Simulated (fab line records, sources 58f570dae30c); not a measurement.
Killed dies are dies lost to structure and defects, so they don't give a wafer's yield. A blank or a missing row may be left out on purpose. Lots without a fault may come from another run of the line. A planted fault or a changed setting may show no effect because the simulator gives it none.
fab line records | flow berkeley_cmos170
record lots=5 wafers=15 last_day=11
route steps=331 shown FIELD@90 SACOX@97 SCREENOX@100 NVT@104 PVT@115 GATE@125
lots that met no fault: from a run of the same line without faults
start_h: hours from the record's first day to the start of the lot's first wafer shown | wait_h: hours since the lot's step before | " the same as in the row above | L1.1+2: a row that stands for several wafers | - no value, or no start given | * or withheld: withheld | < > ~ a bound
route shown NAME@n: a module of which the file shows steps, and the number in the route of the first | usual: mean/standard deviation of fault-free wafers | same: alike in all rows | chamber/n: place in a boat | sites: the reading at each site | _std_site: their standard deviation | _edge_site: outer sites' mean less inner sites' | radius_mm: how far each site lies from the wafer's centre | mask NAME#n: copy n | behind: the tool/chamber that last shaped the wafer | hold: why the lot was held/for how many hours/how that ended | device: the transistor (n, p or np) that didn't switch | end of line: the same wafers' tests at the end of the route | a step without rows: its recipe alone | killed: dies lost to structure and defects at the first sort, not the wafer's yield | map: a wafer's dies, x killed, . not, _ none there
set.NAME: the setting as run; set.NAME@STEP: as run at that earlier step | model.NAME: the simulator's own value behind a step, which no gauge read
lots at some steps of the route; a table a step, a row a wafer
services: from which hour (start_h, from the record's first day; less than 0 if before it) a tool's chamber was out of use, for how many hours, and why
## steps
# step UCB170_FIELD_OXIDATION_01
# recipe temp_c=1000 ambient=H2O p_h2o_torr=584.62 target_thk_a=5583 ox_time_s=7200
# usual tube_center_temp_C_max=1002.6/0.43
# columns lot.wafer tool chamber start_h wait_h tube_center_temp_C_max
L077.1 furnace-03 0 104.51 1.9 1002.2
L077.3 " 0 " " 1001.9
L077.4 " 0 " " 1002.4
L082.2 furnace-03 0 119.03 3.2 1002.6
L082.3 " 0 " " 1002.2
L082.6 " 0 " " 1002.2
L083.2 furnace-04 0 124.24 1.1 1003.1
L083.5 " 0 " " 1003.2
L083.6 " 0 " " 1002.4
L087.1 furnace-04 0 138.33 3.2 1002.6
L087.2 " 0 " " 1002.4
L087.3 " 0 " " 1001.7
L096.1 furnace-03 0 190.55 2.0 1002.8
L096.2 " 0 " " 1002.6
L096.6 " 0 " " 1002.9
# step UCB170_FIELD_THK_MEAS_02
# recipe reads=SiO2_of_FIELD_OXIDATION_01
# usual FIELD_OXIDE_THK=552/9.2
# columns lot.wafer tool chamber start_h wait_h FIELD_OXIDE_THK[nm]
L077.1 film_metro-04 - 107.51 0.0 551
L077.3 " - " " 557
L077.4 " - " " 548
L082.2 film_metro-03 - 122.04 0.0 557
L082.3 " - " " 539
L082.6 " - " " 543
L083.2 film_metro-04 - 127.25 0.0 545
L083.5 " - " " 556
L083.6 " - " " 552
L087.1 film_metro-03 - 141.39 0.1 545
L087.2 " - " " 546
L087.3 " - " " 546
L096.1 film_metro-02 - 193.55 0.0 548
L096.2 " - " " 546
L096.6 " - " " 552
# step UCB170_FIELD_ANNEAL_03
# recipe temp_c=1000 time_s=1200 ambient=N2
# usual tube_center_temp_C_max=1002.5/0.45
# columns lot.wafer tool chamber start_h wait_h tube_center_temp_C_max
L077.1 furnace-03 0 110.36 2.8 1002.3
L077.3 " 0 " " 1003.1
L077.4 " 0 " " 1002.2
L082.2 furnace-01 0 123.22 1.2 1002.3
L082.3 " 0 " " 1003.1
L082.6 " 0 " " 1002.2
L083.2 furnace-04 0 130.26 3.0 1002.0
L083.5 " 0 " " 1002.7
L083.6 " 0 " " 1003.0
L087.1 furnace-01 0 144.09 2.7 1002.3
L087.2 " 0 " " 1002.3
L087.3 " 0 " " 1002.6
L096.1 furnace-03 0 196.67 3.1 1002.3
L096.2 " 0 " " 1002.2
L096.6 " 0 " " 1002.4
# step UCB170_FIELD_WET_ETCH_04
# recipe chemistry=dHF dilution=10:1 target=SiO2 temp_c=25 time_s=60
# columns lot.wafer tool chamber start_h wait_h
L077.1+3+4 wet_bench-04 0 111.69 0.0
L082.2+3+6 wet_bench-04 0 124.89 0.3
L083.2+5+6 wet_bench-04 2 131.59 0.0
L087.1+2+3 wet_bench-03 0 145.42 0.0
L096.1+2+6 wet_bench-03 3 198.00 0.0
# step UCB170_FIELD_WET_ETCH_05
# recipe chemistry=H3PO4 target=Si3N4 temp_c=160 time_s=12600
# columns lot.wafer tool chamber start_h wait_h
L077.1+3+4 wet_bench-04 2 111.72 0.0
L082.2+3+6 wet_bench-04 1 125.11 0.2
L083.2+5+6 wet_bench-04 2 131.62 0.0
L087.1+2+3 wet_bench-03 2 145.45 0.0
L096.1+2+6 wet_bench-03 1 198.03 0.0
# step UCB170_FIELD_WET_ETCH_06
# recipe chemistry=BOE dilution=5:1 target=SiO2 temp_c=25 time_s=22
# columns lot.wafer tool chamber start_h wait_h
L077.1+3+4 wet_bench-02 3 115.23 0.0
L082.2+3+6 wet_bench-04 0 129.11 0.2
L083.2+5+6 wet_bench-04 0 135.53 0.4
L087.1+2+3 wet_bench-04 0 148.96 0.0
L096.1+2+6 wet_bench-04 0 201.54 0.0
# step UCB170_FIELD_THK_MEAS_90
# recipe reads=SiO2_of_FIELD_OXIDATION_01
# usual FIELD_OXIDE_LEFT_1_THK=436/9.5
# columns lot.wafer tool chamber start_h wait_h FIELD_OXIDE_LEFT_1_THK[nm]
L077.1 film_metro-02 - 115.24 0.0 435
L077.3 " - " " 441
L077.4 " - " " 432
L082.2 film_metro-04 - 129.14 0.0 442
L082.3 " - " " 424
L082.6 " - " " 429
L083.2 film_metro-04 - 135.56 0.0 429
L083.5 " - " " 440
L083.6 " - " " 436
L087.1 film_metro-03 - 148.97 0.0 426
L087.2 " - " " 427
L087.3 " - " " 428
L096.1 film_metro-02 - 201.55 0.0 431
L096.2 " - " " 429
L096.6 " - " " 435
# step UCB170_SACOX_CLEAN_00
# recipe chemistry=dHF dilution=25:1 time_s=7.5
# columns lot.wafer tool chamber start_h wait_h
L077.1+3+4 wet_bench-04 3 115.30 0.1
L082.2+3+6 wet_bench-01 1 129.19 0.0
L083.2+5+6 wet_bench-04 2 135.72 0.2
L087.1+2+3 wet_bench-03 2 149.03 0.1
L096.1+2+6 wet_bench-04 1 201.61 0.1
# step UCB170_SACOX_OXIDATION_01
# recipe temp_c=900 ambient=O2 target_thk_a=144 ox_time_s=2400
# usual tube_center_temp_C_max=902.3/0.39
# columns lot.wafer tool chamber start_h wait_h tube_center_temp_C_max
L077.1 furnace-04 0 118.21 2.9 902.3
L077.3 " 0 " " 903.1
L077.4 " 0 " " 901.8
L082.2 furnace-02 0 130.94 1.7 902.0
L082.3 " 0 " " 902.5
L082.6 " 0 " " 901.9
L083.2 furnace-02 0 139.10 3.4 901.9
L083.5 " 0 " " 903.3
L083.6 " 0 " " 901.9
L087.1 furnace-04 0 150.16 1.1 902.8
L087.2 " 0 " " 902.5
L087.3 " 0 " " 902.7
L096.1 furnace-01 0 203.57 2.0 902.3
L096.2 " 0 " " 902.7
L096.6 " 0 " " 902.6
# step UCB170_SACOX_THK_MEAS_02
# recipe reads=SiO2_of_SACOX_OXIDATION_01
# usual SACOX_OXIDE_THK=14.26/0.27
# columns lot.wafer tool chamber start_h wait_h SACOX_OXIDE_THK[nm]
L077.1 film_metro-03 - 119.88 0.0 13.93
L077.3 " - " " 14.04
L077.4 " - " " 14.15
L082.2 film_metro-03 - 132.61 0.0 14.11
L082.3 " - " " 14.15
L082.6 " - " " 14.07
L083.2 film_metro-03 - 140.78 0.0 14.40
L083.5 " - " " 14.32
L083.6 " - " " 14.48
L087.1 film_metro-01 - 151.83 0.0 14.16
L087.2 " - " " 14.17
L087.3 " - " " 13.92
L096.1 film_metro-01 - 205.24 0.0 14.11
L096.2 " - " " 13.97
L096.6 " - " " 14.03
# step UCB170_SCREENOX_WET_ETCH_00
# recipe chemistry=dHF dilution=25:1 target=SiO2 temp_c=25 time_s=200
# columns lot.wafer tool chamber start_h wait_h
L077.1+3+4 wet_bench-02 2 121.16 1.3
L082.2+3+6 wet_bench-01 3 132.66 0.0
L083.2+5+6 wet_bench-04 0 140.83 0.0
L087.1+2+3 wet_bench-04 3 151.89 0.1
L096.1+2+6 wet_bench-01 2 205.30 0.1
# step UCB170_SCREENOX_OXIDATION_01
# recipe temp_c=900 ambient=O2 target_thk_a=144 ox_time_s=2400
# usual tube_center_temp_C_max=902.4/0.37
# columns lot.wafer tool chamber start_h wait_h tube_center_temp_C_max
L077.1 furnace-04 0 121.23 0.0 902.0
L077.3 " 0 " " 902.5
L077.4 " 0 " " 902.8
L082.2 furnace-03 0 134.81 2.1 902.2
L082.3 " 0 " " 902.3
L082.6 " 0 " " 902.6
L083.2 furnace-02 0 144.95 4.1 902.7
L083.5 " 0 " " 902.4
L083.6 " 0 " " 902.6
L087.1 furnace-04 0 153.18 1.2 902.5
L087.2 " 0 " " 902.4
L087.3 " 0 " " 901.8
L096.1 furnace-04 0 205.40 0.0 902.5
L096.2 " 0 " " 902.8
L096.6 " 0 " " 902.2
# step UCB170_SCREENOX_THK_MEAS_02
# recipe reads=SiO2_of_SCREENOX_OXIDATION_01
# usual SCREENOX_OXIDE_THK=14.2/0.31
# columns lot.wafer tool chamber start_h wait_h SCREENOX_OXIDE_THK[nm]
L077.1 film_metro-04 - 122.95 0.1 14.2
L077.3 " - " " 14.1
L077.4 " - " " 13.8
L082.2 film_metro-02 - 136.49 0.0 14.7
L082.3 " - " " 14.6
L082.6 " - " " 14.8
L083.2 film_metro-02 - 146.63 0.0 14.5
L083.5 " - " " 14.3
L083.6 " - " " 14.3
L087.1 film_metro-01 - 154.84 0.0 13.6
L087.2 " - " " 13.8
L087.3 " - " " 13.5
L096.1 film_metro-04 - 207.12 0.1 14.1
L096.2 " - " " 14.2
L096.6 " - " " 13.9
# step UCB170_SCREENOX_ANNEAL_03
# recipe temp_c=900 time_s=900 ambient=N2
# usual tube_center_temp_C_max=902.4/0.43
# columns lot.wafer tool chamber start_h wait_h tube_center_temp_C_max
L077.1 furnace-03 0 124.73 1.8 902.3
L077.3 " 0 " " 902.5
L077.4 " 0 " " 902.5
L082.2 furnace-03 0 140.56 4.1 902.4
L082.3 " 0 " " 902.6
L082.6 " 0 " " 902.1
L083.2 furnace-02 0 149.62 3.0 902.0
L083.5 " 0 " " 902.6
L083.6 " 0 " " 902.7
L087.1 furnace-04 0 156.09 1.2 902.1
L087.2 " 0 " " 901.9
L087.3 " 0 " " 903.0
L096.1 furnace-04 0 210.91 3.8 902.5
L096.2 " 0 " " 902.7
L096.6 " 0 " " 902.4
# step UCB170_NVT_HMDS_00
# recipe prime_time_s=60 prime_temp_c=100
# columns lot.wafer tool chamber start_h wait_h
L077.1+3+4 litho_track-03 0 126.04 0.1
L082.2+3+6 litho_track-01 0 141.98 0.2
L083.2+5+6 litho_track-04 0 151.08 0.2
L087.1+2+3 litho_track-03 0 157.52 0.2
L096.1+2+6 litho_track-01 0 212.52 0.4
# step UCB170_NVT_COAT_01
# recipe resist=KrF spin_rpm=1500 resist_thk_nm=900
# columns lot.wafer tool chamber start_h wait_h
L077.1+3+4 litho_track-03 0 126.19 0.1
L082.2+3+6 litho_track-01 0 142.13 0.1
L083.2+5+6 litho_track-04 0 151.23 0.1
L087.1+2+3 litho_track-03 0 157.67 0.1
L096.1+2+6 litho_track-01 0 212.67 0.1
# step UCB170_NVT_SOFTBAKE_02
# recipe resist=KrF temp_c=130 time_s=57.49
# columns lot.wafer tool chamber start_h wait_h
L077.1+3+4 litho_track-03 0 126.34 0.1
L082.2+3+6 litho_track-01 0 142.28 0.1
L083.2+5+6 litho_track-04 0 151.38 0.1
L087.1+2+3 litho_track-03 0 157.82 0.1
L096.1+2+6 litho_track-01 0 212.82 0.1
# step UCB170_NVT_EXPOSE_03
# recipe mask_id=PWELL target_cd_nm=3000 na=0.5 sigma_outer=0.6 source_shape=conventional dose_mj=30
# same sigma_outer=0.6
# columns lot.wafer tool chamber start_h wait_h mask
L077.1+3+4 krf_scanner-02 0 126.67 0.3 PWELL#0
L082.2+3+6 krf_scanner-02 0 142.64 0.3 PWELL#0
L083.2+5+6 krf_scanner-01 0 151.75 0.3 PWELL#0
L087.1+2+3 krf_scanner-02 0 158.16 0.3 PWELL#0
L096.1+2+6 krf_scanner-01 0 213.02 0.2 PWELL#0
# step UCB170_NVT_PEB_04
# recipe peb_temp_c=130 peb_time_s=withheld resist=KrF
# columns lot.wafer tool chamber start_h wait_h
L077.1+3+4 litho_track-04 0 126.98 0.3
L082.2+3+6 litho_track-04 0 142.79 0.1
L083.2+5+6 litho_track-03 0 152.24 0.5
L087.1+2+3 litho_track-03 0 158.42 0.2
L096.1+2+6 litho_track-01 0 213.70 0.7
# step UCB170_NVT_DEVELOP_05
# recipe developer=TMAH develop_time_s=45 resist=KrF dev_temp_c=21
# columns lot.wafer tool chamber start_h wait_h
L077.1+3+4 litho_track-04 0 - -
L082.2+3+6 litho_track-04 0 - -
L083.2+5+6 litho_track-03 0 - -
L087.1+2+3 litho_track-03 0 - -
L096.1+2+6 litho_track-01 0 - -
# step UCB170_NVT_OVL_MEAS_06
# usual NVT_OVL=-1/5.2
# columns lot.wafer tool chamber start_h wait_h NVT_OVL[nm]
L077.1 overlay-02 - 127.25 - 0
L077.3 " - " " 2
L077.4 " - " " 0
L082.2 overlay-02 - 143.05 - -3
L082.3 " - " " -2
L082.6 " - " " 0
L083.2 overlay-02 - 152.50 - -2
L083.5 " - " " 0
L083.6 " - " " 2
L087.1 overlay-01 - 158.70 - 0
L087.2 " - " " 2
L087.3 " - " " -1
L096.1 overlay-01 - 213.97 - 10
L096.2 " - " " -3
L096.6 " - " " 2
# step UCB170_NVT_IMPLANT_07
# recipe species=BF2 dose_cm2=3e+12 energy_kev=50 tilt_deg=7
# usual beam_energy_keV=50.000/0.016 dose_ions_cm2=3.001e+12/3.3e+09
# same implant_ion_amu=49
# columns lot.wafer tool chamber start_h wait_h beam_energy_keV dose_ions_cm2
L077.1 implanter-03 0 127.29 0.0 50.034 3e+12
L077.3 " 0 " " 50.022 3.001e+12
L077.4 " 0 " " 50.012 2.998e+12
L082.2 implanter-01 0 143.11 0.0 50.003 2.995e+12
L082.3 " 0 " " 49.976 3.003e+12
L082.6 " 0 " " 49.986 3e+12
L083.2 implanter-01 0 152.55 0.0 49.979 3.004e+12
L083.5 " 0 " " 49.984 3e+12
L083.6 " 0 " " 49.989 3e+12
L087.1 implanter-01 0 158.73 0.0 50.020 3.004e+12
L087.2 " 0 " " 50.005 2.996e+12
L087.3 " 0 " " 50.003 3.005e+12
L096.1 implanter-03 0 214.01 0.0 49.981 3.001e+12
L096.2 " 0 " " 49.992 2.997e+12
L096.6 " 0 " " 49.950 2.999e+12
# step UCB170_NVT_STRIP_08
# recipe chemistry=O2 power_w=400 pressure_mtorr=3500 platen_temp_c=withheld o2_flow_sccm=400 overash_fraction=0.5
# usual drypump_motor_current_A=5.6/0.3 oes_product_au=0.735/0.0045 strip_time_to_endpoint_s=21.63/0.055
# columns lot.wafer tool chamber start_h wait_h drypump_motor_current_A oes_product_au rf_hours_counter_h strip_time_to_endpoint_s
L077.1 plasma_asher-02 0 127.44 0.1 5.7 0.737 45 21.67
L077.3 " 0 " " 5.6 0.728 - 21.61
L077.4 " 1 " " 5.8 0.737 - 21.62
L082.2 plasma_asher-03 1 143.23 0.1 5.4 0.732 44 21.62
L082.3 " 1 " " 5.4 0.735 - 21.73
L082.6 " 1 " " 5.4 0.736 - 21.70
L083.2 plasma_asher-03 0 152.68 0.1 5.5 0.731 46 21.64
L083.5 " 1 " " 5.4 0.729 - 21.59
L083.6 " 0 " " 5.5 0.735 - 21.69
L087.1 plasma_asher-03 0 158.88 0.1 5.5 0.737 47 21.66
L087.2 " 1 " " 5.4 0.732 47 21.55
L087.3 " 1 " " 5.4 0.732 - 21.68
L096.1 plasma_asher-02 0 214.16 0.1 5.6 0.733 56 21.58
L096.2 " 1 " " 5.7 0.732 56 21.61
L096.6 " 1 " " 5.7 0.738 - 21.64
# step UCB170_NVT_TW_MEAS_09
# usual NVT_TW=525/4.1
# columns lot.wafer tool chamber start_h wait_h NVT_TW
L077.1 film_metro-04 - 127.54 0.1 519
L077.3 " - " " 521
L077.4 " - " " 517
L082.2 film_metro-04 - 143.34 0.1 520
L082.3 " - " " 521
L082.6 " - " " 520
L083.2 film_metro-01 - 152.79 0.1 525
L083.5 " - " " 526
L083.6 " - " " 526
L087.1 film_metro-01 - 158.98 0.1 527
L087.2 " - " " 529
L087.3 " - " " 529
L096.1 film_metro-04 - 214.26 0.1 521
L096.2 " - " " 519
L096.6 " - " " 520
# step UCB170_NVT_CLEAN_10
# recipe chemistry=SPM temp_c=120 time_s=600
# columns lot.wafer tool chamber start_h wait_h
L077.1+3+4 wet_bench-01 1 127.77 0.2
L082.2+3+6 wet_bench-02 3 143.39 0.0
L083.2+5+6 wet_bench-02 1 152.84 0.0
L087.1+2+3 wet_bench-02 3 159.64 0.6
L096.1+2+6 wet_bench-03 2 214.92 0.7
# step UCB170_PVT_HMDS_00
# recipe prime_time_s=60 prime_temp_c=100
# columns lot.wafer tool chamber start_h wait_h
L077.1+3+4 litho_track-02 0 128.08 0.1
L082.2+3+6 litho_track-02 0 143.62 0.0
L083.2+5+6 litho_track-03 0 153.55 0.5
L087.1+2+3 litho_track-03 0 159.97 0.2
L096.1+2+6 litho_track-03 0 215.11 0.0
# step UCB170_PVT_COAT_01
# recipe resist=KrF spin_rpm=1500 resist_thk_nm=900
# columns lot.wafer tool chamber start_h wait_h
L077.1+3+4 litho_track-02 0 128.23 0.1
L082.2+3+6 litho_track-02 0 143.77 0.1
L083.2+5+6 litho_track-03 0 153.70 0.1
L087.1+2+3 litho_track-03 0 160.12 0.1
L096.1+2+6 litho_track-03 0 215.26 0.1
# step UCB170_PVT_SOFTBAKE_02
# recipe resist=KrF temp_c=130 time_s=60
# columns lot.wafer tool chamber start_h wait_h
L077.1+3+4 litho_track-02 0 128.38 0.1
L082.2+3+6 litho_track-02 0 143.92 0.1
L083.2+5+6 litho_track-03 0 153.85 0.1
L087.1+2+3 litho_track-03 0 160.27 0.1
L096.1+2+6 litho_track-03 0 215.41 0.1
# step UCB170_PVT_EXPOSE_03
# recipe mask_id=NWELL target_cd_nm=3000 na=0.5 sigma_outer=0.6 source_shape=conventional dose_mj=30
# same sigma_outer=0.6
# columns lot.wafer tool chamber start_h wait_h mask
L077.1+3+4 krf_scanner-01 0 128.65 0.2 NWELL#0
L082.2+3+6 krf_scanner-01 0 144.07 0.1 NWELL#0
L083.2+5+6 krf_scanner-01 0 153.99 0.1 NWELL#0
L087.1+2+3 krf_scanner-01 0 160.55 0.2 NWELL#0
L096.1+2+6 krf_scanner-01 0 215.93 0.5 NWELL#0
# step UCB170_PVT_PEB_04
# recipe peb_temp_c=130 peb_time_s=withheld resist=KrF
# columns lot.wafer tool chamber start_h wait_h
L077.1+3+4 litho_track-04 0 129.05 0.4
L082.2+3+6 litho_track-02 0 144.19 0.1
L083.2+5+6 litho_track-03 0 154.55 0.5
L087.1+2+3 litho_track-03 0 161.15 0.6
L096.1+2+6 litho_track-03 0 216.23 0.3
# step UCB170_PVT_DEVELOP_05
# recipe developer=TMAH develop_time_s=45 resist=KrF dev_temp_c=21
# columns lot.wafer tool chamber start_h wait_h
L077.1+3+4 litho_track-04 0 - -
L082.2+3+6 litho_track-02 0 - -
L083.2+5+6 litho_track-03 0 - -
L087.1+2+3 litho_track-03 0 - -
L096.1+2+6 litho_track-03 0 - -
# step UCB170_PVT_OVL_MEAS_06
# usual PVT_OVL=2/6.8
# columns lot.wafer tool chamber start_h wait_h PVT_OVL[nm]
L077.1 overlay-01 - 129.32 - -7
L077.3 " - " " -6
L077.4 " - " " -4
L082.2 overlay-02 - 144.45 - 2
L082.3 " - " " 3
L082.6 " - " " -6
L083.2 overlay-01 - 154.80 - 4
L083.5 " - " " 10
L083.6 " - " " 3
L087.1 overlay-02 - 161.42 - 7
L087.2 " - " " -1
L087.3 " - " " 16
L096.1 overlay-01 - 216.50 - 9
L096.2 " - " " 0
L096.6 " - " " -1
# step UCB170_PVT_IMPLANT_07
# recipe species=P dose_cm2=2.022e+12 energy_kev=30 tilt_deg=7
# usual beam_energy_keV=30.000/0.01 dose_ions_cm2=2.0227e+12/1.9e+09
# same implant_ion_amu=31
# columns lot.wafer tool chamber start_h wait_h beam_energy_keV dose_ions_cm2
L077.1 implanter-01 0 129.36 0.0 29.987 2.0233e+12
L077.3 " 0 " " 29.975 2.0226e+12
L077.4 " 0 " " 29.994 2.0213e+12
L082.2 implanter-01 0 144.50 0.0 29.998 2.0244e+12
L082.3 " 0 " " 30.003 2.0217e+12
L082.6 " 0 " " 29.996 2.0241e+12
L083.2 implanter-01 0 154.86 0.0 29.994 2.0223e+12
L083.5 " 0 " " 29.994 2.025e+12
L083.6 " 0 " " 29.993 2.0243e+12
L087.1 implanter-01 0 161.46 0.0 29.999 2.0291e+12
L087.2 " 0 " " 30.003 2.0254e+12
L087.3 " 0 " " 30.022 2.0262e+12
L096.1 implanter-04 0 216.54 0.0 30.002 2.0232e+12
L096.2 " 0 " " 29.988 2.0216e+12
L096.6 " 0 " " 30.012 2.0204e+12
# step UCB170_PVT_STRIP_08
# recipe chemistry=O2 power_w=400 pressure_mtorr=3500 platen_temp_c=withheld o2_flow_sccm=400 overash_fraction=0.5
# usual drypump_motor_current_A=6.0/0.43 oes_product_au=0.735/0.0043 strip_time_to_endpoint_s=21.64/0.063
# columns lot.wafer tool chamber start_h wait_h drypump_motor_current_A oes_product_au rf_hours_counter_h strip_time_to_endpoint_s
L077.1 plasma_asher-02 1 129.51 0.1 5.8 0.730 45 21.58
L077.3 " 1 " " 5.8 0.730 - 21.57
L077.4 " 0 " " 5.7 0.732 - 21.61
L082.2 plasma_asher-02 1 144.63 0.1 5.8 0.735 47 21.68
L082.3 " 1 " " 5.8 0.735 - 21.63
L082.6 " 1 " " 5.8 0.736 - 21.64
L083.2 plasma_asher-04 1 154.98 0.1 5.9 0.732 4 21.65
L083.5 " 0 " " 6.6 0.743 - 21.67
L083.6 " 1 " " 5.9 0.729 - 21.59
L087.1 plasma_asher-02 0 161.61 0.1 5.6 0.738 50 21.68
L087.2 " 1 " " 5.7 0.736 50 21.69
L087.3 " 0 " " 5.6 0.730 - 21.64
L096.1 plasma_asher-04 0 216.69 0.1 6.6 0.740 11 21.66
L096.2 " 1 " " 5.9 0.733 11 21.69
L096.6 " 0 " " 6.6 0.740 - 21.69
# step UCB170_PVT_TW_MEAS_09
# usual PVT_TW=510/3.8
# columns lot.wafer tool chamber start_h wait_h PVT_TW
L077.1 film_metro-03 - 129.61 0.1 510
L077.3 " - " " 512
L077.4 " - " " 512
L082.2 film_metro-04 - 144.74 0.1 509
L082.3 " - " " 506
L082.6 " - " " 507
L083.2 film_metro-02 - 155.09 0.1 512
L083.5 " - " " 515
L083.6 " - " " 515
L087.1 film_metro-03 - 161.71 0.1 513
L087.2 " - " " 511
L087.3 " - " " 510
L096.1 film_metro-02 - 216.79 0.1 514
L096.2 " - " " 513
L096.6 " - " " 514
# step UCB170_GATE_WET_ETCH_00
# recipe chemistry=dHF dilution=25:1 target=SiO2 temp_c=25 time_s=200
# columns lot.wafer tool chamber start_h wait_h
L077.1+3+4 wet_bench-04 0 129.67 0.1
L082.2+3+6 wet_bench-03 3 144.79 0.0
L083.2+5+6 wet_bench-04 3 155.14 0.0
L087.1+2+3 wet_bench-04 1 163.59 1.9
L096.1+2+6 wet_bench-03 2 216.85 0.1
# step UCB170_FIELD_THK_MEAS_91
# recipe reads=SiO2_of_FIELD_OXIDATION_01
# usual FIELD_OXIDE_LEFT_2_THK=347/9.5
# columns lot.wafer tool chamber start_h wait_h FIELD_OXIDE_LEFT_2_THK[nm]
L077.1 film_metro-02 - 129.73 0.0 347
L077.3 " - " " 353
L077.4 " - " " 344
L082.2 film_metro-03 - 144.86 0.0 353
L082.3 " - " " 336
L082.6 " - " " 341
L083.2 film_metro-04 - 155.22 0.0 342
L083.5 " - " " 352
L083.6 " - " " 349
L087.1 film_metro-03 - 163.67 0.0 338
L087.2 " - " " 339
L087.3 " - " " 340
L096.1 film_metro-03 - 216.92 0.0 343
L096.2 " - " " 341
L096.6 " - " " 347
# step UCB170_GATE_OXIDATION_01
# recipe temp_c=850 ambient=O2 target_thk_a=66 ox_time_s=1800
# usual tube_center_temp_C_max=852.1/0.35
# columns lot.wafer tool chamber start_h wait_h tube_center_temp_C_max
L077.1 furnace-02 0 132.60 2.9 852.9
L077.3 " 0 " " 852.2
L077.4 " 0 " " 852.4
L082.2 furnace-02 0 148.12 3.3 852.4
L082.3 " 0 " " 851.9
L082.6 " 0 " " 852.6
L083.2 furnace-02 0 156.95 1.7 852.1
L083.5 " 0 " " 852.2
L083.6 " 0 " " 852.6
L087.1 furnace-02 0 163.75 0.1 852.4
L087.2 " 0 " " 851.9
L087.3 " 0 " " 851.6
L096.1 furnace-01 0 217.87 0.9 851.9
L096.2 " 0 " " 852.1
L096.6 " 0 " " 852.4
# step UCB170_GATE_THK_MEAS_02
# recipe reads=SiO2_of_GATE_OXIDATION_01
# usual GATE_OXIDE_THK=6.58/0.12
# columns lot.wafer tool chamber start_h wait_h GATE_OXIDE_THK[nm]
L077.1 film_metro-03 - 134.10 0.0 6.43
L077.3 " - " " 6.44
L077.4 " - " " 6.45
L082.2 film_metro-03 - 149.63 0.0 6.63
L082.3 " - " " 6.56
L082.6 " - " " 6.57
L083.2 film_metro-02 - 158.46 0.0 6.74
L083.5 " - " " 6.74
L083.6 " - " " 6.73
L087.1 film_metro-03 - 165.25 0.0 6.64
L087.2 " - " " 6.70
L087.3 " - " " 6.54
L096.1 film_metro-03 - 219.37 0.0 6.69
L096.2 " - " " 6.55
L096.6 " - " " 6.71
# step UCB170_GATE_ANNEAL_03
# recipe temp_c=900 time_s=1800 ambient=N2
# usual tube_center_temp_C_max=902.3/0.34
# columns lot.wafer tool chamber start_h wait_h tube_center_temp_C_max
L077.1 furnace-02 0 137.60 3.5 902.5
L077.3 " 0 " " 903.0
L077.4 " 0 " " 902.5
L082.2 furnace-03 0 151.26 1.6 902.8
L082.3 " 0 " " 902.3
L082.6 " 0 " " 902.3
L083.2 furnace-02 0 158.51 0.0 901.8
L083.5 " 0 " " 902.1
L083.6 " 0 " " 902.6
L087.1 furnace-02 0 168.25 3.0 902.7
L087.2 " 0 " " 902.3
L087.3 " 0 " " 902.0
L096.1 furnace-03 0 222.48 3.1 902.3
L096.2 " 0 " " 902.4
L096.6 " 0 " " 901.9
# step UCB170_GATE_CVD_04
# recipe material=poly-Si temp_c=610 precursor=SiH4 time_s=1440 pressure_mtorr=375 target_thk_nm=214 sih4_flow_sccm=120
# columns lot.wafer tool chamber start_h wait_h
L077.1+3+4 lpcvd-01 0 139.10 0.0
L082.2+3+6 lpcvd-01 1 153.66 0.9
L083.2+5+6 lpcvd-01 1 161.55 1.5
L087.1+2+3 lpcvd-02 1 169.75 0.0
L096.1+2+6 lpcvd-01 0 224.28 0.3
# step UCB170_GATE_THK_MEAS_05
# recipe reads=poly-Si_of_GATE_CVD_04
# usual GATE_POLY_THK=214.9/2
# columns lot.wafer tool chamber start_h wait_h GATE_POLY_THK[nm]
L077.1 film_metro-01 - 140.50 0.0 215.0
L077.3 " - " " 214.1
L077.4 " - " " 215.8
L082.2 film_metro-03 - 155.07 0.0 213.9
L082.3 " - " " 212.3
L082.6 " - " " 214.0
L083.2 film_metro-01 - 162.96 0.0 210.6
L083.5 " - " " 212.4
L083.6 " - " " 211.6
L087.1 film_metro-03 - 171.15 0.0 214.8
L087.2 " - " " 213.1
L087.3 " - " " 214.0
L096.1 film_metro-03 - 225.74 0.1 213.7
L096.2 " - " " 214.4
L096.6 " - " " 213.1
# step UCB170_GATE_COAT_06
# recipe resist=BARC temp_c=withheld time_s=withheld spin_rpm=3000 resist_thk_nm=withheld
# columns lot.wafer tool chamber start_h wait_h
L077.1+3+4 litho_track-01 0 140.56 0.1
L082.2+3+6 litho_track-04 0 155.14 0.1
L083.2+5+6 litho_track-01 0 163.19 0.2
L087.1+2+3 litho_track-02 0 171.59 0.4
L096.1+2+6 litho_track-04 0 226.21 0.5
## services
# columns tool chamber start_h hours kind
krf_scanner-02 - 84.15 1.0 pm
krf_scanner-01 - 89.24 1.0 pm
furnace-03 - 92.11 3.9 pm
implanter-04 - 93.58 7.0 repair
plasma_asher-04 - 108.75 9.0 pm
krf_scanner-02 - 109.07 0.8 repair
implanter-01 - 115.13 5.6 repair
wet_bench-03 - 124.01 1.9 pm
krf_scanner-02 - 131.10 2.8 repair
furnace-04 - 132.84 4.2 pm
krf_scanner-02 - 133.88 1.3 pm
krf_scanner-01 - 135.63 0.6 repair
furnace-01 - 135.76 2.6 pm
plasma_asher-04 - 140.63 4.3 repair
krf_scanner-01 - 157.29 0.2 repair
krf_scanner-01 - 164.41 3.0 pm
krf_scanner-01 - 177.15 0.6 repair
krf_scanner-02 - 191.71 0.8 pm
furnace-03 - 193.55 3.1 pm
krf_scanner-02 - 197.50 0.6 repair
krf_scanner-01 - 203.50 1.3 pm
implanter-01 - 209.88 4.8 repair
krf_scanner-02 - 210.17 3.6 pm
implanter-01 - 220.97 3.7 pm
## key
fault none
